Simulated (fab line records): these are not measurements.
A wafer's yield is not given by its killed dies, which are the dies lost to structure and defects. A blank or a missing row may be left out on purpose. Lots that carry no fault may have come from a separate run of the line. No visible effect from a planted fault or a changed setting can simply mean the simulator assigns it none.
Which tool is to blame?	flow berkeley-cmos170	45 wafers from 15 lots sampled at 4 of the route's 331 steps

== WHAT THE GAUGES READ, wafer by wafer ==
UCB170_NLDD_OVL_MEAS_07.
lot	measured	on	NLDD_OVL (nm)
L433	day 7 12:27	overlay-01	0 -4 5
L437	day 8 14:54	overlay-02	7 5 8
L438	day 8 15:32	overlay-01	-1 0 -1
L439	day 8 17:11	overlay-01	-2 0 3
L442	day 9 02:25	overlay-01	0 5 -1
L441	day 9 02:43	overlay-02	3 4 6
L443	day 9 14:10	overlay-02	1 0 10
L444	day 9 14:31	overlay-02	-2 0 2
L445	day 9 14:41	overlay-01	1 4 9
L446	day 10 03:50	overlay-02	2 7 6
L450	day 10 10:34	overlay-01	1 6 1
L451	day 10 10:37	overlay-02	0 1 -7
L452	day 11 09:16	overlay-02	-8 -4 -7
L453	day 11 10:17	overlay-01	4 8 6
L456	day 11 23:01	overlay-02	8 9 5

UCB170_M1_RS_MEAS_01: the measuring method here is four-point-probe.
lot	measured	on	M1_AL_RS (ohm/sq)
L433	day 8 04:25	film-metro-01	0.0481 0.0486 0.0480
L437	day 9 08:26	film-metro-01	0.0494 0.0493 0.0495
L438	day 9 11:30	film-metro-02	0.0488 0.0490 0.0488
L439	day 9 11:09	film-metro-02	0.0486 0.0482 0.0488
L442	day 9 20:32	film-metro-01	0.0488 0.0487 0.0488
L441	day 9 21:19	film-metro-02	- - - - - -
L443	day 10 07:48	film-metro-01	- - - - - -
L444	day 10 06:50	film-metro-01	- - - - - -
L445	day 10 07:50	film-metro-03	0.0493 0.0489 0.0489
L446	day 10 20:59	film-metro-02	0.0483 0.0489 0.0484
L450	day 11 02:29	film-metro-01	0.0476 0.0479 0.0478
L451	day 11 05:26	film-metro-01	0.0493 0.0494 0.0492
L452	day 12 02:34	film-metro-01	0.0482 0.0477 0.0483
L453	day 12 03:23	film-metro-01	0.0487 0.0493 0.0487
L456	day 12 20:01	film-metro-02	0.0488 0.0489 0.0481

== WHICH TOOL RAN EACH LOT (tool, then ch and the chambers of the sampled wafers, then the start) ==
lot	UCB170_SPACER_CVD_00	UCB170_M1_SPUTTER_00
L433	pecvd-03 ch 0,2, day 7 14:17	pvd-sputter-04, day 8 04:22
L437	pecvd-04 ch 0,2, day 8 15:49	pvd-sputter-04, day 9 08:23
L438	pecvd-01 ch 0,2, day 8 16:19	pvd-sputter-04, day 9 11:26
L439	pecvd-03 ch 0,2, day 8 17:59	pvd-sputter-02, day 9 11:04
L442	pecvd-03 ch 0,1, day 9 03:07	pvd-sputter-04, day 9 20:28
L441	pecvd-04 ch 0,1,2, day 9 03:23	pvd-sputter-02, day 9 21:13
L443	pecvd-03 ch 0,1,2, day 9 14:52	pvd-sputter-02, day 10 07:41
L444	pecvd-04 ch 0,2, day 9 15:11	pvd-sputter-04, day 10 06:45
L445	pecvd-01 ch 0,1,2, day 9 15:22	pvd-sputter-03, day 10 07:46
L446	pecvd-01 ch 0,1,2, day 10 04:53	pvd-sputter-04, day 10 20:50
L450	pecvd-04 ch 0,1, day 10 11:14	pvd-sputter-02, day 11 02:22
L451	pecvd-01 ch 1,2, day 10 11:17	pvd-sputter-04, day 11 05:22
L452	pecvd-03 ch 0,1,2, day 11 09:57	pvd-sputter-02, day 12 02:30
L453	pecvd-01 ch 0,1,2, day 11 11:02	pvd-sputter-04, day 12 03:19
L456	pecvd-03 ch 0,1, day 11 23:41	pvd-sputter-02, day 12 19:55
- UCB170_SPACER_CVD_00: deposits SiO2 from TEOS/O2, target thk 376 nm, time 47 s.
- UCB170_M1_SPUTTER_00: material Al, target thk 600 nm, time 80 s.

== AS READ BY THE TOOLS THEMSELVES (means over the sampled wafers that have a number; for cases with no such wafer, the mark the record gives instead) ==
UCB170_SPACER_CVD_00.
lot	tool	heater-power-w (W)
L433	pecvd-03	228
L437	pecvd-04	195
L438	pecvd-01	292
L439	pecvd-03	248
L442	pecvd-03	223
L441	pecvd-04	222
L443	pecvd-03	235
L444	pecvd-04	246
L445	pecvd-01	244
L446	pecvd-01	257
L450	pecvd-04	238
L451	pecvd-01	241
L452	pecvd-03	229
L453	pecvd-01	266
L456	pecvd-03	195

UCB170_M1_SPUTTER_00.
lot	tool	cathode-dc-power-W (W)	chamber-pressure-pa (Pa)	throttle-valve-pct (%)
L433	pvd-sputter-04	5999.8	0.5002	29.2
L437	pvd-sputter-04	5999.2	0.4999	30.5
L438	pvd-sputter-04	6000.0	0.5002	30.1
L439	pvd-sputter-02	6000.6	0.5000	31.3
L442	pvd-sputter-04	5999.9	0.4999	30.7
L441	pvd-sputter-02	-	-	-
L443	pvd-sputter-02	-	-	-
L444	pvd-sputter-04	-	-	-
L445	pvd-sputter-03	5999.6	0.4997	28.7
L446	pvd-sputter-04	6000.2	0.5000	29.6
L450	pvd-sputter-02	6000.7	0.4988	31.0
L451	pvd-sputter-04	6000.4	0.5010	29.2
L452	pvd-sputter-02	5999.9	0.5003	30.5
L453	pvd-sputter-04	5999.8	0.5011	30.6
L456	pvd-sputter-02	6000.3	0.5002	30.1

== THE ANSWER, worked out from the rows above alone ==
Rule: what is usual is taken from the lots themselves. Put in order of their means at a reading, lots are off if they are a third of the lots or fewer, leave a main group of 4 or more, and stand apart from it by a gap of 3 or more times the standard deviation of the main group's means; of several such gaps the widest counts. A main group whose means are all the same, to the digits that the tables above print for the reading, isn't used. A lot without any number at a reading at which 4 lots or more have one is off too. The other lots that the step has rows for count as sound. The gauges are gone through in route order, then the tools' own readings, and for those a lot's mean is taken as printed above. The first step at which some lot is off is used, and at that step the reading that is off furthest; a lot without a number counts as furthest.
Off: at UCB170_M1_RS_MEAS_01 (M1_AL_RS), L441, L443, L444. Without a number there: L441, L443, L444. The main group has a mean of 0.0487 ohm/sq with a standard deviation of 0.00046.
A tool fits if, at a process step before that reading, it ran every lot that is off, and no sound lot after the first of them. Not tried: the gauges at UCB170_M1_RS_MEAS_01; whatever is off there is also off at UCB170_M1_SPUTTER_00, on other tools, and gauge error can't account for it. No candidate that was tried fits.

== WHAT THE SIMULATOR HAD INSERTED ==
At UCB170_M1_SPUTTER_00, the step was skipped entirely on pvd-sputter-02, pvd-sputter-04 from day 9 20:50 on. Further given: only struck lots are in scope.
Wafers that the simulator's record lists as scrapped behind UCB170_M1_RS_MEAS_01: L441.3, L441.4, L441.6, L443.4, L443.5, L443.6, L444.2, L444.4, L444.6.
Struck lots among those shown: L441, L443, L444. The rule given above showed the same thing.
